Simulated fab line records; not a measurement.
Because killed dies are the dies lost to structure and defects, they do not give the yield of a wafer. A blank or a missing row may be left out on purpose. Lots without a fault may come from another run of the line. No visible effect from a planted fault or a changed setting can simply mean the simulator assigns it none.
fab line records -- flow rit-cmos
record: lots: 6, wafers: 18, last-day: 8
route steps=202 shown CONTACT@180 M1@184
lots that met no fault: from a run of the same line without faults
start-h: hours from the record's first day to the start of the lot's first wafer shown -- wait-h: time in hours since the lot's previous step -- " identical to the entry in the row above -- L1.1+2: several wafers, shown together as one row -- - value missing, or start not given -- * or withheld: withheld -- < > ~ a bound
route shown NAME@n: NAME is a module with steps in the file, n the number in the route of the first one -- usual: average and standard deviation across the fault-free wafers -- same: alike in all rows -- chamber/n: place in a boat -- sites: the reading at each site -- _std_site: the values' standard deviation -- _edge_site: outer sites' mean less inner sites' -- radius-mm: how far each site lies from the wafer's centre -- mask NAME#n: copy n -- behind: the last tool/chamber to shape the wafer -- hold: cause of the lot's hold/its duration in hours/its outcome -- device: the transistor (n, p or np) that didn't switch -- end of line: at the end of the route, the tests of the same wafers -- a step without rows: its recipe alone -- killed: at the first sort, the dies lost to defects and structure; wafer yield is something else -- map: the dies of a wafer, with x for killed, . for not killed, _ for no die there
set.NAME: setting as actually run; set.NAME@STEP: the setting as run at that earlier step -- model.NAME: the simulator's own value behind a step, which no gauge read
lots at some steps of the route; a table a step, a row a wafer
services: the hour from which a tool's chamber was out of use, counted from the record's first day as start-h (under 0 if before that day), plus the number of hours and why
== steps ==
step: RIT_CONTACT_STRIP_12
recipe: chemistry: O2, time-s: 180, resist: NOVOLAK, platen-temp-c: withheld, power-w: 500, pressure-mtorr: 4000, o2-flow-sccm: 4000
usual: drypump-motor-current-A: 5.9/0.42
lot.wafer,tool,chamber,start-h,wait-h,drypump-motor-current-A,rf-hours-counter-h
L417.2,plasma-asher-01,1,55.82,0.1,5.0,40
L417.5,plasma-asher-01,1,55.82,0.1,5.0,-
L417.6,plasma-asher-01,0,55.82,0.1,6.6,-
L427.2,plasma-asher-04,0,104.34,0.1,6.0,45
L427.3,plasma-asher-04,1,104.34,0.1,5.7,-
L427.6,plasma-asher-04,1,104.34,0.1,5.7,-
L428.2,plasma-asher-02,0,111.65,0.1,6.3,33
L428.4,plasma-asher-02,0,111.65,0.1,6.3,-
L428.5,plasma-asher-02,1,111.65,0.1,5.6,-
L434.2,plasma-asher-04,1,138.85,0.1,5.7,50
L434.3,plasma-asher-04,1,138.85,0.1,5.7,-
L434.4,plasma-asher-04,0,138.85,0.1,6.0,-
L437.1,plasma-asher-02,1,161.95,0.1,5.7,38
L437.2,plasma-asher-02,0,161.95,0.1,6.2,38
L437.6,plasma-asher-02,0,161.95,0.1,6.2,-
L440.2,plasma-asher-04,0,183.90,0.1,6.1,53
L440.3,plasma-asher-04,1,183.90,0.1,5.7,-
L440.5,plasma-asher-04,0,183.90,0.1,6.0,-
step: RIT_CONTACT_CD_MEAS_90
recipe: target-cd-nm: 1000
usual: cd-nm: 999.4/1.9
lot.wafer,tool,chamber,start-h,wait-h,cd-nm
L417.2,cd-sem-01,-,56.02,0.1,998.3
L417.5,cd-sem-01,-,56.02,0.1,1001.1
L417.6,cd-sem-01,-,56.02,0.1,998.8
L427.2,cd-sem-01,-,104.54,0.1,999.9
L427.3,cd-sem-01,-,104.54,0.1,1000.4
L427.6,cd-sem-01,-,104.54,0.1,1000.3
L428.2,cd-sem-02,-,111.85,0.1,1000.5
L428.4,cd-sem-02,-,111.85,0.1,999.6
L428.5,cd-sem-02,-,111.85,0.1,1000.3
L434.2,cd-sem-02,-,139.05,0.1,996.4
L434.3,cd-sem-02,-,139.05,0.1,996.5
L434.4,cd-sem-02,-,139.05,0.1,996.6
L437.1,cd-sem-01,-,162.12,0.1,1002.7
L437.2,cd-sem-01,-,162.12,0.1,997.9
L437.6,cd-sem-01,-,162.12,0.1,998.3
L440.2,cd-sem-02,-,184.10,0.1,999.7
L440.3,cd-sem-02,-,184.10,0.1,998.5
L440.5,cd-sem-02,-,184.10,0.1,998.1
step: RIT_CONTACT_CLEAN_13
recipe: chemistry: SC1, mix: 3:3:50, time-s: 600, temp-c: 75
step: RIT_CONTACT_CLEAN_14
recipe: chemistry: SC2, mix: 3:3:50, time-s: 600, temp-c: 75, dry: n2-spin
step: RIT_M1_SPUTTER_00
recipe: material: Al, target-thk-nm: 400, power-w: 2000, chamber-pressure-pa: 0.4, gas: Ar, time-s: 500, substrate-temp-c: 25
usual: chamber-pressure-pa: 0.4000/0.00079, substrate-temp-c: 25.01/0.11, throttle-valve-pct: 29.8/0.99
lot.wafer,tool,chamber,start-h,wait-h,chamber-pressure-pa,substrate-temp-c,throttle-valve-pct
L417.2,pvd-sputter-04,-,56.48,0.0,0.3998,25.13,30.4
L417.5,pvd-sputter-04,-,56.48,0.0,0.3997,25.19,29.9
L417.6,pvd-sputter-04,-,56.48,0.0,0.4003,25.02,30.2
L427.2,pvd-sputter-04,-,104.99,0.0,0.4001,24.96,29.6
L427.3,pvd-sputter-04,-,104.99,0.0,0.4008,24.92,30.3
L427.6,pvd-sputter-04,-,104.99,0.0,0.4003,24.98,29.9
L428.2,pvd-sputter-01,-,112.33,0.0,0.3993,25.17,28.9
L428.4,pvd-sputter-01,-,112.33,0.0,0.3992,25.12,30.1
L428.5,pvd-sputter-01,-,112.33,0.0,0.4002,24.89,29.1
L434.2,pvd-sputter-04,-,139.51,0.0,0.4005,25.19,30.4
L434.3,pvd-sputter-04,-,139.51,0.0,0.4005,24.84,29.5
L434.4,pvd-sputter-04,-,139.51,0.0,0.3994,24.80,29.4
L437.1,pvd-sputter-01,-,162.61,0.0,0.3989,25.16,28.7
L437.2,pvd-sputter-01,-,162.61,0.0,0.4005,24.89,31.3
L437.6,pvd-sputter-01,-,162.61,0.0,0.4012,25.12,31.3
L440.2,pvd-sputter-01,-,184.55,0.0,0.3995,25.18,28.1
L440.3,pvd-sputter-01,-,184.55,0.0,0.4002,24.80,31.2
L440.5,pvd-sputter-01,-,184.55,0.0,0.3992,24.83,31.6
step: RIT_M1_RS_MEAS_01
recipe: thk-meas-gauge: four-point-probe, reads: Al_of_M1_SPUTTER_00
usual: M1_AL_RS: 0.0735/0.00081
lot.wafer,tool,chamber,start-h,wait-h,M1_AL_RS[ohm/sq]
L417.2,film-metro-01,-,56.80,0.2,0.0731
L417.5,film-metro-01,-,56.80,0.2,0.0738
L417.6,film-metro-01,-,56.80,0.2,0.0738
L427.2,film-metro-01,-,105.30,0.2,0.0731
L427.3,film-metro-01,-,105.30,0.2,0.0733
L427.6,film-metro-01,-,105.30,0.2,0.0728
L428.2,film-metro-01,-,112.64,0.2,0.0726
L428.4,film-metro-01,-,112.64,0.2,0.0728
L428.5,film-metro-01,-,112.64,0.2,0.0721
L434.2,film-metro-01,-,139.83,0.2,0.0723
L434.3,film-metro-01,-,139.83,0.2,0.0733
L434.4,film-metro-01,-,139.83,0.2,0.0741
L437.1,film-metro-02,-,162.90,0.1,0.0743
L437.2,film-metro-02,-,162.90,0.1,0.0754
L437.6,film-metro-02,-,162.90,0.1,0.0748
L440.2,film-metro-02,-,184.86,0.2,0.0727
L440.3,film-metro-02,-,184.86,0.2,0.0736
L440.5,film-metro-02,-,184.86,0.2,0.0734
step: RIT_M1_THK_MEAS_02
recipe: thk-meas-gauge: xrf, reads: Al_of_M1_SPUTTER_00
usual: M1_AL_THK: 401/5.6
lot.wafer,tool,chamber,start-h,wait-h,M1_AL_THK[nm]
L417.2,film-metro-01,-,56.91,0.1,403
L417.5,film-metro-01,-,56.91,0.1,400
L417.6,film-metro-01,-,56.91,0.1,400
L427.2,film-metro-01,-,105.41,0.1,405
L427.3,film-metro-01,-,105.41,0.1,406
L427.6,film-metro-01,-,105.41,0.1,408
L428.2,film-metro-01,-,112.75,0.1,410
L428.4,film-metro-01,-,112.75,0.1,406
L428.5,film-metro-01,-,112.75,0.1,411
L434.2,film-metro-01,-,139.94,0.1,411
L434.3,film-metro-01,-,139.94,0.1,402
L434.4,film-metro-01,-,139.94,0.1,401
L437.1,film-metro-02,-,163.02,0.1,395
L437.2,film-metro-02,-,163.02,0.1,390
L437.6,film-metro-02,-,163.02,0.1,394
L440.2,film-metro-02,-,184.97,0.1,406
L440.3,film-metro-02,-,184.97,0.1,396
L440.5,film-metro-02,-,184.97,0.1,399
step: RIT_M1_HMDS_03
recipe: prime-time-s: 60, prime-temp-c: 140
step: RIT_M1_COAT_04
recipe: resist: NOVOLAK, spin-rpm: 2000, resist-thk-nm: 1310
step: RIT_M1_SOFTBAKE_05
recipe: resist: NOVOLAK, temp-c: 90, time-s: 60
step: RIT_M1_EXPOSE_06
recipe: mask-id: M12, na: 0.6, source-shape: conventional, sigma-outer: 0.5, target-cd-nm: 2600, dose-mj: 250
step: RIT_M1_PEB_07
recipe: resist: NOVOLAK, temp-c: withheld, time-s: withheld
step: RIT_M1_DEVELOP_08
recipe: resist: NOVOLAK, develop-time-s: 70.86, dev-temp-c: 23
usual: chill-plate-temp-C: 22.99/0.098, develop-time-s: 70.86/0
lot.wafer,tool,chamber,start-h,wait-h,chill-plate-temp-C,develop-time-s
L417.2,litho-track-04,0,57,-,22.78,70.86
L417.5,litho-track-04,0,57,-,22.78,70.86
L417.6,litho-track-04,0,57,-,22.95,70.86
L427.2,litho-track-03,-,106,-,-,-
L427.3,litho-track-03,-,106,-,-,-
L427.6,litho-track-03,-,106,-,-,-
L428.2,litho-track-04,-,113,-,-,-
L428.4,litho-track-04,-,113,-,-,-
L428.5,litho-track-04,-,113,-,-,-
L434.2,litho-track-03,0,140,-,22.99,70.86
L434.3,litho-track-03,0,140,-,22.93,70.86
L434.4,litho-track-03,0,140,-,23.10,70.86
L437.1,litho-track-01,0,163,-,23.07,70.86
L437.2,litho-track-01,0,163,-,22.87,70.86
L437.6,litho-track-01,0,163,-,22.95,70.86
L440.2,litho-track-01,0,185,-,22.84,70.86
L440.3,litho-track-01,0,185,-,22.93,70.86
L440.5,litho-track-01,0,185,-,22.91,70.86
step: RIT_M1_CD_MEAS_09
recipe: target-cd-nm: 2600
usual: cd-nm: 2600.6/2.6
lot.wafer,tool,chamber,start-h,wait-h,cd-nm
L417.2,cd-sem-02,-,57.98,-,2601.3
L417.5,cd-sem-02,-,57.98,-,2600.1
L417.6,cd-sem-02,-,57.98,-,2600.2
L427.2,cd-sem-02,-,106.49,-,-
L427.3,cd-sem-02,-,106.49,-,-
L427.6,cd-sem-02,-,106.49,-,-
L428.2,cd-sem-01,-,113.70,-,-
L428.4,cd-sem-01,-,113.70,-,-
L428.5,cd-sem-01,-,113.70,-,-
L434.2,cd-sem-02,-,141.01,-,2599.8
L434.3,cd-sem-02,-,141.01,-,2599.2
L434.4,cd-sem-02,-,141.01,-,2597.7
L437.1,cd-sem-02,-,163.96,-,2600.5
L437.2,cd-sem-02,-,163.96,-,2602.9
L437.6,cd-sem-02,-,163.96,-,2602.3
L440.2,cd-sem-01,-,186.05,-,2606.0
L440.3,cd-sem-01,-,186.05,-,2607.3
L440.5,cd-sem-01,-,186.05,-,2606.8
== services ==
tool,chamber,start-h,hours,kind
plasma-asher-02,-,32.06,0.5,repair
plasma-asher-01,-,65.01,13.4,repair
plasma-asher-01,-,108.75,9.0,pm
plasma-asher-01,0,108.75,9.0,vent-cycle
plasma-asher-01,1,108.75,9.0,vent-cycle
plasma-asher-01,0,117.75,-,clean
plasma-asher-01,1,117.75,-,clean
plasma-asher-01,-,119.94,4.3,repair
pvd-sputter-01,-,133.75,11.7,repair
litho-track-01,-,150.54,-,consumable-replace:filter
== key ==
first-sign: step: RIT_M1_DEVELOP_08, reading: tool-record, direction: missing
effect none on later readings
met-at RIT_M1_DEVELOP_08
struck-wafers L427.2,L427.3,L427.6,L428.2,L428.4,L428.5
later-rows-left-out L427.2,L427.3,L427.6,L428.2,L428.4,L428.5
sort-left-out L427.2,L427.3,L427.6,L428.2,L428.4,L428.5
onset-between 57 106
fault: kind: skipped-step-whole, tool: litho-track-03,litho-track-04, chamber: -, onset-h: 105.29, steps: RIT_M1_DEVELOP_08, scope: struck-lots-only
sort-left-out: the simulated sort isn't trusted on such a fault, so these wafers' sort isn't shown, and their yield isn't known
later-rows-left-out: the simulator's readings of these wafers behind a module that went badly wrong aren't trusted and aren't shown, but for the sort
